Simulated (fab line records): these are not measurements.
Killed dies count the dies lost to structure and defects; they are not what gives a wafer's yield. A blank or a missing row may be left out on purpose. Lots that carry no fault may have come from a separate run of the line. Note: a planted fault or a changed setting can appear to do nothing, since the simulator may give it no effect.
fab line records ; flow rit_cmos
[record] lots = 6; wafers = 18; last_day = 7
route steps=202 shown SILICIDE@161 CONTACT@168 M1@202
lots untouched by any fault: they come from a run of this same line in which no faults occurred
start_h: hours from the record's opening day to when the first of the lot's shown wafers began ; wait_h: how many hours have passed since the lot's step before this one ; " identical to the entry in the row above ; L1.1+2: one row covering several wafers at once ; - no value, or no start was given ; * or withheld: withheld ; < > ~ a bound
route shown NAME@n: a module of which the file shows steps, and the number in the route of the first ; usual: average and standard deviation across the fault-free wafers ; same: alike in all rows ; chamber/n: place in a boat ; sites: the reading at each site ; _std_site: their standard deviation ; _edge_site: the outer-site mean with the inner-site mean subtracted ; radius_mm: for every site, how far away it sits from the centre of the wafer ; mask NAME#n: copy n ; behind: tool/chamber where the wafer was last shaped ; hold: reason for holding the lot/hours on hold/outcome of the hold ; device: the transistor (n, p or np) that didn't switch ; end of line: at the end of the route, the tests of the same wafers ; a step with no rows: only its recipe ; killed: the dies lost at the first sort to structure and to defects; this is not the yield of the wafer ; map: per-die view of a wafer (x killed, . not killed, _ where there is no die)
set.NAME: setting as actually run; set.NAME@STEP: the setting as run at that earlier step ; model.NAME: the simulator's own value behind a step, which no gauge read
lots at selected steps of the route; one table per step, one row per wafer
services: when a tool's chamber went out of use (start_h, in hours from the record's first day, below 0 if earlier), for how many hours, and the reason
[[steps]]
[step RIT_SILICIDE_WET_ETCH_00]
[recipe] chemistry = BOE; target = SiO2; target_depth_nm = 14; time_s = 15; dry = n2_spin; dilution = 10:1; temp_c = 21.5
[step RIT_SILICIDE_SPUTTER_01]
[recipe] material = Ti; target_thk_nm = 30; power_w = 344.4; chamber_pressure_pa = 0.667; gas = Ar; time_s = 240; substrate_temp_c = 25
[usual] substrate_temp_c = 24.99/0.11; throttle_valve_pct = 30.3/2
lot.wafer;tool;chamber;start_h;wait_h;substrate_temp_c;throttle_valve_pct
L231.2;pvd_sputter-01;-;76.07;0.0;25.12;29.1
L231.3;pvd_sputter-01;-;76.07;0.0;25.01;30.8
L231.5;pvd_sputter-01;-;76.07;0.0;25.15;29.3
L237.3;pvd_sputter-01;-;105.39;0.0;25.04;34.0
L237.4;pvd_sputter-01;-;105.39;0.0;25.06;31.1
L237.6;pvd_sputter-01;-;105.39;0.0;24.92;34.2
L240.3;pvd_sputter-03;-;116.56;0.0;25.17;29.3
L240.4;pvd_sputter-03;-;116.56;0.0;25.05;30.4
L240.5;pvd_sputter-03;-;116.56;0.0;24.99;30.4
L242.1;pvd_sputter-03;-;128.06;0.0;25.18;30.3
L242.2;pvd_sputter-03;-;128.06;0.0;24.99;29.4
L242.6;pvd_sputter-03;-;128.06;0.0;24.94;30.5
L247.2;pvd_sputter-01;-;151.72;0.0;25.23;31.6
L247.4;pvd_sputter-01;-;151.72;0.0;25.07;34.0
L247.5;pvd_sputter-01;-;151.72;0.0;25.11;29.3
L246.2;pvd_sputter-02;-;152.06;0.0;24.77;27.4
L246.3;pvd_sputter-02;-;152.06;0.0;24.94;30.2
L246.4;pvd_sputter-02;-;152.06;0.0;25.10;28.7
[step RIT_SILICIDE_RS_MEAS_02]
[recipe] thk_meas_gauge = four-point-probe; reads = Ti_of_SILICIDE_SPUTTER_01
[usual] SILICIDE_TI_RS = 48.8/0.91
lot.wafer;tool;chamber;start_h;wait_h;SILICIDE_TI_RS[ohm/sq]
L231.2;film_metro-02;-;76.24;0.1;48.6
L231.3;film_metro-02;-;76.24;0.1;48.3
L231.5;film_metro-02;-;76.24;0.1;48.8
L237.3;film_metro-04;-;105.58;0.1;48.2
L237.4;film_metro-04;-;105.58;0.1;47.9
L237.6;film_metro-04;-;105.58;0.1;48.3
L240.3;film_metro-02;-;116.75;0.1;50.3
L240.4;film_metro-02;-;116.75;0.1;51.5
L240.5;film_metro-02;-;116.75;0.1;51.8
L242.1;film_metro-04;-;128.21;0.1;49.6
L242.2;film_metro-04;-;128.21;0.1;48.7
L242.6;film_metro-04;-;128.21;0.1;49.2
L247.2;film_metro-03;-;151.89;0.1;48.9
L247.4;film_metro-03;-;151.89;0.1;48.3
L247.5;film_metro-03;-;151.89;0.1;48.9
L246.2;film_metro-03;-;152.23;0.1;48.4
L246.3;film_metro-03;-;152.23;0.1;48.1
L246.4;film_metro-03;-;152.23;0.1;49.2
[step RIT_SILICIDE_THK_MEAS_03]
[recipe] thk_meas_gauge = xrf; reads = Ti_of_SILICIDE_SPUTTER_01
[usual] SILICIDE_TI_THK = 29.7/0.45
lot.wafer;tool;chamber;start_h;wait_h;SILICIDE_TI_THK[nm]
L231.2;film_metro-02;-;76.35;0.1;29.4
L231.3;film_metro-02;-;76.35;0.1;29.6
L231.5;film_metro-02;-;76.35;0.1;29.4
L237.3;film_metro-04;-;105.68;0.1;30.0
L237.4;film_metro-04;-;105.68;0.1;30.2
L237.6;film_metro-04;-;105.68;0.1;29.8
L240.3;film_metro-02;-;116.85;0.1;28.7
L240.4;film_metro-02;-;116.85;0.1;28.3
L240.5;film_metro-02;-;116.85;0.1;28.1
L242.1;film_metro-04;-;128.33;0.1;29.3
L242.2;film_metro-04;-;128.33;0.1;29.8
L242.6;film_metro-04;-;128.33;0.1;29.5
L247.2;film_metro-03;-;152.00;0.1;29.6
L247.4;film_metro-03;-;152.00;0.1;30.0
L247.5;film_metro-03;-;152.00;0.1;29.7
L246.2;film_metro-03;-;152.34;0.1;29.9
L246.3;film_metro-03;-;152.34;0.1;30.2
L246.4;film_metro-03;-;152.34;0.1;29.5
[step RIT_SILICIDE_RTA_04]
[recipe] temp_c = 650; time_s = 10; idle_temp_c = 25; ramp_up_s = 5; ramp_down_s = 5; cool_to_c = 25; ambient = N2
[usual] wafer_temp_C_max = 651.9/0.49
lot.wafer;tool;chamber;start_h;wait_h;wafer_temp_C_max
L231.2;rtp_anneal-02;0;76.42;0.1;651.2
L231.3;rtp_anneal-02;0;76.42;0.1;652.2
L231.5;rtp_anneal-02;0;76.42;0.1;652.4
L237.3;rtp_anneal-02;0;105.74;0.1;652.6
L237.4;rtp_anneal-02;0;105.74;0.1;652.9
L237.6;rtp_anneal-02;0;105.74;0.1;651.9
L240.3;rtp_anneal-01;0;116.92;0.1;651.3
L240.4;rtp_anneal-01;0;116.92;0.1;651.1
L240.5;rtp_anneal-01;0;116.92;0.1;651.3
L242.1;rtp_anneal-01;0;128.39;0.1;652.4
L242.2;rtp_anneal-01;0;128.39;0.1;651.3
L242.6;rtp_anneal-01;0;128.39;0.1;651.6
L247.2;rtp_anneal-02;0;152.07;0.1;652.2
L247.4;rtp_anneal-02;0;152.07;0.1;651.9
L247.5;rtp_anneal-02;0;152.07;0.1;652.2
L246.2;rtp_anneal-02;0;152.40;0.1;652.1
L246.3;rtp_anneal-02;0;152.40;0.1;652.1
L246.4;rtp_anneal-02;0;152.40;0.1;651.9
[step RIT_SILICIDE_WET_ETCH_05]
[recipe] chemistry = SPM; target = Ti; temp_c = 90; time_s = 120; dry = n2_spin
[step RIT_SILICIDE_RTA_06]
[recipe] temp_c = 750; time_s = 10; idle_temp_c = 25; ramp_up_s = 5; ramp_down_s = 10; cool_to_c = 25; ambient = N2
[usual] wafer_temp_C_max = 752.4/0.61
lot.wafer;tool;chamber;start_h;wait_h;wafer_temp_C_max
L231.2;rtp_anneal-01;0;76.53;0.0;751.3
L231.3;rtp_anneal-01;0;76.53;0.0;751.9
L231.5;rtp_anneal-01;0;76.53;0.0;751.3
L237.3;rtp_anneal-01;0;105.85;0.0;752.5
L237.4;rtp_anneal-01;0;105.85;0.0;752.0
L237.6;rtp_anneal-01;0;105.85;0.0;751.9
L240.3;rtp_anneal-02;0;117.02;0.0;752.2
L240.4;rtp_anneal-02;0;117.02;0.0;753.1
L240.5;rtp_anneal-02;0;117.02;0.0;753.6
L242.1;rtp_anneal-02;0;128.50;0.0;752.8
L242.2;rtp_anneal-02;0;128.50;0.0;752.6
L242.6;rtp_anneal-02;0;128.50;0.0;753.0
L247.2;rtp_anneal-01;0;152.17;0.0;751.9
L247.4;rtp_anneal-01;0;152.17;0.0;751.6
L247.5;rtp_anneal-01;0;152.17;0.0;751.4
L246.2;rtp_anneal-01;0;152.51;0.0;752.3
L246.3;rtp_anneal-01;0;152.51;0.0;751.9
L246.4;rtp_anneal-01;0;152.51;0.0;752.9
[step RIT_CONTACT_CVD_00]
[recipe] material = SiO2; target_thk_nm = 400; precursor = TEOS; temp_c = 390; time_s = 61; rf_w = 400
[usual] heater_power_w = 312/45
lot.wafer;tool;chamber;start_h;wait_h;heater_power_w
L231.2;pecvd-02;1;76.58;0.0;270
L231.3;pecvd-02;2;76.58;0.0;326
L231.5;pecvd-02;0;76.58;0.0;360
L237.3;pecvd-02;0;105.89;0.0;364
L237.4;pecvd-02;0;105.89;0.0;367
L237.6;pecvd-02;1;105.89;0.0;297
L240.3;pecvd-02;1;117.07;0.0;252
L240.4;pecvd-02;0;117.07;0.0;383
L240.5;pecvd-02;2;117.07;0.0;311
L242.1;pecvd-04;2;128.57;0.1;334
L242.2;pecvd-04;0;128.57;0.1;338
L242.6;pecvd-04;1;128.57;0.1;343
L247.2;pecvd-02;0;152.23;0.0;374
L247.4;pecvd-02;2;152.23;0.0;325
L247.5;pecvd-02;1;152.23;0.0;267
L246.2;pecvd-01;2;152.57;0.0;337
L246.3;pecvd-01;0;152.57;0.0;223
L246.4;pecvd-01;2;152.57;0.0;254
[step RIT_CONTACT_THK_MEAS_01]
[recipe] reads = SiO2_of_CONTACT_CVD_00
[usual] CONTACT_TEOS_THK = 400/5.5
lot.wafer;tool;chamber;start_h;wait_h;CONTACT_TEOS_THK[nm]
L231.2;film_metro-01;-;76.64;0.0;396
L231.3;film_metro-01;-;76.64;0.0;397
L231.5;film_metro-01;-;76.64;0.0;402
L237.3;film_metro-03;-;105.96;0.0;393
L237.4;film_metro-03;-;105.96;0.0;402
L237.6;film_metro-03;-;105.96;0.0;402
L240.3;film_metro-03;-;117.14;0.0;393
L240.4;film_metro-03;-;117.14;0.0;400
L240.5;film_metro-03;-;117.14;0.0;401
L242.1;film_metro-04;-;128.62;0.0;391
L242.2;film_metro-04;-;128.62;0.0;396
L242.6;film_metro-04;-;128.62;0.0;404
L247.2;film_metro-01;-;152.29;0.0;398
L247.4;film_metro-01;-;152.29;0.0;403
L247.5;film_metro-01;-;152.29;0.0;399
L246.2;film_metro-01;-;152.63;0.0;396
L246.3;film_metro-01;-;152.63;0.0;401
L246.4;film_metro-01;-;152.63;0.0;402
[step RIT_CONTACT_HMDS_02]
[recipe] prime_time_s = 60; prime_temp_c = 140
[step RIT_CONTACT_COAT_03]
[recipe] resist = NOVOLAK; spin_rpm = 3250; resist_thk_nm = 1000
[step RIT_CONTACT_SOFTBAKE_04]
[recipe] resist = NOVOLAK; temp_c = 90; time_s = 60
[step RIT_CONTACT_EXPOSE_05]
[recipe] mask_id = M11; na = 0.6; source_shape = conventional; sigma_outer = 0.5; target_cd_nm = 1000; dose_mj = 250
[usual] focus_offset_nm = -0.1/0.5
lot.wafer;tool;chamber;start_h;wait_h;mask;focus_offset_nm;model.CONTACT.overlay_x_nm
L231.2;iline_stepper-02;0;77.16;0.1;M11#0;0.4;-0.4053
L231.3;iline_stepper-02;0;77.16;0.1;M11#0;-1.0;-0.4053
L231.5;iline_stepper-02;0;77.16;0.1;M11#0;0.0;-0.4053
L237.3;iline_stepper-01;0;106.49;0.1;M11#0;0.2;-0.3001
L237.4;iline_stepper-01;0;106.49;0.1;M11#0;0.5;-0.3001
L237.6;iline_stepper-01;0;106.49;0.1;M11#0;-0.1;-0.3001
L240.3;iline_stepper-02;0;117.67;0.1;M11#0;-0.2;1.114
L240.4;iline_stepper-02;0;117.67;0.1;M11#0;0.0;1.114
L240.5;iline_stepper-02;0;117.67;0.1;M11#0;-0.5;1.114
L242.1;iline_stepper-01;0;129.26;0.2;M11#0;-0.6;-151
L242.2;iline_stepper-01;0;129.26;0.2;M11#0;0.1;-151
L242.6;iline_stepper-01;0;129.26;0.2;M11#0;-0.1;-151
L247.2;iline_stepper-02;0;152.81;0.1;M11#0;0.2;0.4482
L247.4;iline_stepper-02;0;152.81;0.1;M11#0;0.8;0.4482
L247.5;iline_stepper-02;0;152.81;0.1;M11#0;0.5;0.4482
L246.2;iline_stepper-01;0;153.27;0.2;M11#0;0.2;-149.7
L246.3;iline_stepper-01;0;153.27;0.2;M11#0;-0.3;-149.7
L246.4;iline_stepper-01;0;153.27;0.2;M11#0;-0.9;-149.7
[step RIT_CONTACT_PEB_06]
[recipe] resist = NOVOLAK; temp_c = withheld; time_s = withheld
[step RIT_CONTACT_DEVELOP_07]
[recipe] resist = NOVOLAK; develop_time_s = 120; dev_temp_c = 23.7
[step RIT_CONTACT_CD_MEAS_08]
[recipe] target_cd_nm = 1000
[usual] cd_nm = 999.8/2.3
lot.wafer;tool;chamber;start_h;wait_h;cd_nm
L231.2;cd_sem-01;-;77.68;-;997.3
L231.3;cd_sem-01;-;77.68;-;997.5
L231.5;cd_sem-01;-;77.68;-;998.8
L237.3;cd_sem-01;-;107.01;-;997.8
L237.4;cd_sem-01;-;107.01;-;998.1
L237.6;cd_sem-01;-;107.01;-;999.2
L240.3;cd_sem-01;-;118.19;-;999.6
L240.4;cd_sem-01;-;118.19;-;996.6
L240.5;cd_sem-01;-;118.19;-;996.6
L242.1;cd_sem-02;-;129.77;-;1004.3
L242.2;cd_sem-02;-;129.77;-;1002.7
L242.6;cd_sem-02;-;129.77;-;1003.2
L247.2;cd_sem-01;-;153.33;-;998.9
L247.4;cd_sem-01;-;153.33;-;999.2
L247.5;cd_sem-01;-;153.33;-;999.7
L246.2;cd_sem-02;-;153.79;-;1001.4
L246.3;cd_sem-02;-;153.79;-;1000.8
L246.4;cd_sem-02;-;153.79;-;1001.0
[step RIT_CONTACT_OVL_MEAS_09]
[usual] CONTACT_OVL = -0.1/1.4
lot.wafer;tool;chamber;start_h;wait_h;CONTACT_OVL[nm]
L231.2;overlay-01;-;77.79;0.1;-1.9
L231.3;overlay-01;-;77.79;0.1;-0.1
L231.5;overlay-01;-;77.79;0.1;-0.2
L237.3;overlay-02;-;107.10;0.1;-3.4
L237.4;overlay-02;-;107.10;0.1;-3.2
L237.6;overlay-02;-;107.10;0.1;-1.9
L240.3;overlay-01;-;118.28;0.1;0.0
L240.4;overlay-01;-;118.28;0.1;1.2
L240.5;overlay-01;-;118.28;0.1;1.8
L242.1;overlay-01;-;129.89;0.1;-151.4
L242.2;overlay-01;-;129.89;0.1;-150.8
L242.6;overlay-01;-;129.89;0.1;-152.7
L247.2;overlay-02;-;153.43;0.1;-0.3
L247.4;overlay-02;-;153.43;0.1;-0.3
L247.5;overlay-02;-;153.43;0.1;-1.0
L246.2;overlay-01;-;153.90;0.1;-151.3
L246.3;overlay-01;-;153.90;0.1;-150.8
L246.4;overlay-01;-;153.90;0.1;-150.9
[step RIT_CONTACT_HARDBAKE_10]
[recipe] resist = NOVOLAK; temp_c = 140; time_s = 60
[step RIT_M1_PROBE_99]
[usual] killed_at_contacts = 0.1/0.35; killed_at_front_end = 6.9/2.8; killed_dies = 7.0/2.8; killed_open = 3.4/2; killed_short = 3.5/2.1
[same] gross_dies = 264; killed_at_M0_to_M3 = 0; killed_at_M4_up = 0; killed_at_back_side = 0; killed_at_other = 0
lot.wafer;tool;chamber;start_h;wait_h;killed_at_contacts;killed_at_front_end;killed_dies;killed_open;killed_short;model.etest.contact_to_gate.bv_left_v;model.etest.contact_to_gate.bv_right_v
L231.2;prober-01;-;83.11;0.1;1;4;5;1;4;90.89;91.11
L231.3;prober-01;-;83.16;0.2;1;6;7;3;4;92.83;90.49
L231.5;prober-01;-;83.26;0.2;0;11;11;7;4;90.89;89.68
L237.3;prober-01;-;112.38;0.2;0;2;2;1;1;87.66;90.46
L237.4;prober-01;-;112.43;0.2;0;4;4;4;0;88.72;91.44
L237.6;prober-01;-;112.53;0.2;0;12;12;11;1;90.23;89.34
L240.3;prober-02;-;123.58;0.2;0;9;9;3;5;90.83;88.36
L240.4;prober-02;-;123.63;0.2;0;2;2;2;0;89.81;90.2
L240.5;prober-02;-;123.68;0.2;0;11;11;6;4;87.64;91.6
L242.1;prober-02;-;135.06;0.1;0;7;7;2;5;12.23;163.9
L242.2;prober-02;-;135.11;0.1;0;4;4;2;2;15.54;168.6
L242.6;prober-02;-;135.31;0.2;0;9;9;2;7;11.11;165.9
L247.2;prober-02;-;158.53;0.1;0;5;5;3;2;90.95;92.1
L247.4;prober-02;-;158.63;0.2;0;6;6;4;2;91.25;92.37
L247.5;prober-02;-;158.68;0.2;0;8;8;6;2;93.12;91.69
L246.2;prober-01;-;160.03;0.1;0;7;7;2;5;15.28;162.7
L246.3;prober-01;-;160.08;0.2;0;8;8;4;4;17.53;168.2
L246.4;prober-01;-;160.13;0.2;0;9;9;4;5;15.05;164.6
// killed by level:class
L231.2 FOX2:geometric_particle:short=2 GATE:geometric_particle:open=1 REOX:geometric_particle:short=1 CONTACT:geometric_particle:short=1
L231.3 FOX2:geometric_particle:short=2 REOX:geometric_particle:open=2 FOX2:geometric_particle:open=1 GATE:geometric_particle:short=1 CONTACT:geometric_particle:short=1
L231.5 GATE:geometric_particle:short=3 GATE:geometric_particle:open=3 FOX2:geometric_particle:open=2 SILICIDE:geometric_particle:open=2 SILICIDE:geometric_particle:short=1
L237.3 GATE:geometric_particle:short=1 GATE:geometric_particle:open=1
L237.4 SPACER:geometric_particle:open=2 FOX2:geometric_particle:open=1 SILICIDE:geometric_particle:open=1
L237.6 GATE:geometric_particle:open=4 SILICIDE:geometric_particle:open=3 SPACER:geometric_particle:open=2 FOX1:geometric_particle:open=1 FOX1:geometric_particle:short=1 REOX:geometric_particle:open=1
L240.3 GATE:geometric_particle:short=5 FOX1:geometric_particle:open=1 GATE:geometric_particle:open=1 SPACER:geometric_particle:open=1 PRETRO:coat_microbubble_printed=1
L240.4 GATE:geometric_particle:open=1 REOX:geometric_particle:open=1
L240.5 GATE:geometric_particle:open=4 GATE:geometric_particle:short=2 FOX1:geometric_particle:short=1 REOX:geometric_particle:open=1 REOX:geometric_particle:short=1 SILICIDE:geometric_particle:open=1 NRETRO:coat_microbubble_printed=1
L242.1 SILICIDE:geometric_particle:short=3 GATE:geometric_particle:open=2 REOX:geometric_particle:short=2
L242.2 FOX1:geometric_particle:short=1 FOX2:geometric_particle:open=1 REOX:geometric_particle:short=1 REOX:geometric_particle:open=1
L242.6 REOX:geometric_particle:short=3 GATE:geometric_particle:short=2 FOX1:geometric_particle:open=1 FOX1:geometric_particle:short=1 GATE:geometric_particle:open=1 SILICIDE:geometric_particle:short=1
L247.2 SILICIDE:geometric_particle:open=2 FOX1:geometric_particle:open=1 SPACER:geometric_particle:short=1 SILICIDE:geometric_particle:short=1
L247.4 GATE:geometric_particle:open=2 FOX1:geometric_particle:open=1 GATE:geometric_particle:short=1 SILICIDE:geometric_particle:open=1 SILICIDE:geometric_particle:short=1
L247.5 FOX2:geometric_particle:open=3 GATE:geometric_particle:open=2 FOX1:geometric_particle:open=1 FOX2:geometric_particle:short=1 SILICIDE:geometric_particle:short=1
L246.2 GATE:geometric_particle:short=2 REOX:geometric_particle:short=1 FOX1:geometric_particle:open=1 FOX1:geometric_particle:short=1 GATE:geometric_particle:open=1 SPACER:geometric_particle:short=1
L246.3 FOX1:geometric_particle:open=2 GATE:geometric_particle:short=2 FOX1:geometric_particle:short=1 GATE:geometric_particle:open=1 SPACER:geometric_particle:short=1 SILICIDE:geometric_particle:open=1
L246.4 FOX2:geometric_particle:short=2 REOX:geometric_particle:open=2 FOX1:geometric_particle:open=1 FOX1:geometric_particle:short=1 GATE:geometric_particle:open=1 REOX:geometric_particle:short=1 SILICIDE:geometric_particle:short=1
[[services]]
tool;chamber;start_h;hours;kind
pvd_sputter-03;-;56.36;5.5;repair
rtp_anneal-02;-;61.47;5.5;pm
iline_stepper-02;0;71.85;-;calibration
pvd_sputter-03;-;73.05;1.8;repair
pvd_sputter-01;-;82.07;3.4;repair
rtp_anneal-01;-;112.33;4.4;pm
pecvd-02;0;120.30;10.8;repair
pvd_sputter-03;-;147.63;5.5;repair
[[key]]
[first_sign] step = RIT_CONTACT_OVL_MEAS_09; reading = CONTACT_OVL; direction = down; sigmas = 99+; usual = -0.1; struck = -151.3
effect none on later readings
[model_effect] step = RIT_CONTACT_EXPOSE_05; value = CONTACT.overlay_x_nm; without = -0.3335; struck = -150.3
[model_effect] step = RIT_M1_PROBE_99; value = etest.contact_to_gate.bv_left_v; without = 89.45; struck = 14.46
met_at RIT_CONTACT_EXPOSE_05
struck_wafers L242.1,L242.2,L242.6,L246.2,L246.3,L246.4
tester_left_out L242,L246
onset_between 106.49 129.26
[fault] kind = scanner_matching_overlay; tool = iline_stepper-01; chamber = -; onset_h = 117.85; steps = RIT_CONTACT_EXPOSE_05; offset = -150
// tester_left_out: of these lots the tester's yield and bins aren't shown, on N5 and GAA mostly nor the transistor test; their killed dies are dies lost to structure and defects alone, not to doping, threshold or leakage, so they don't give the yield
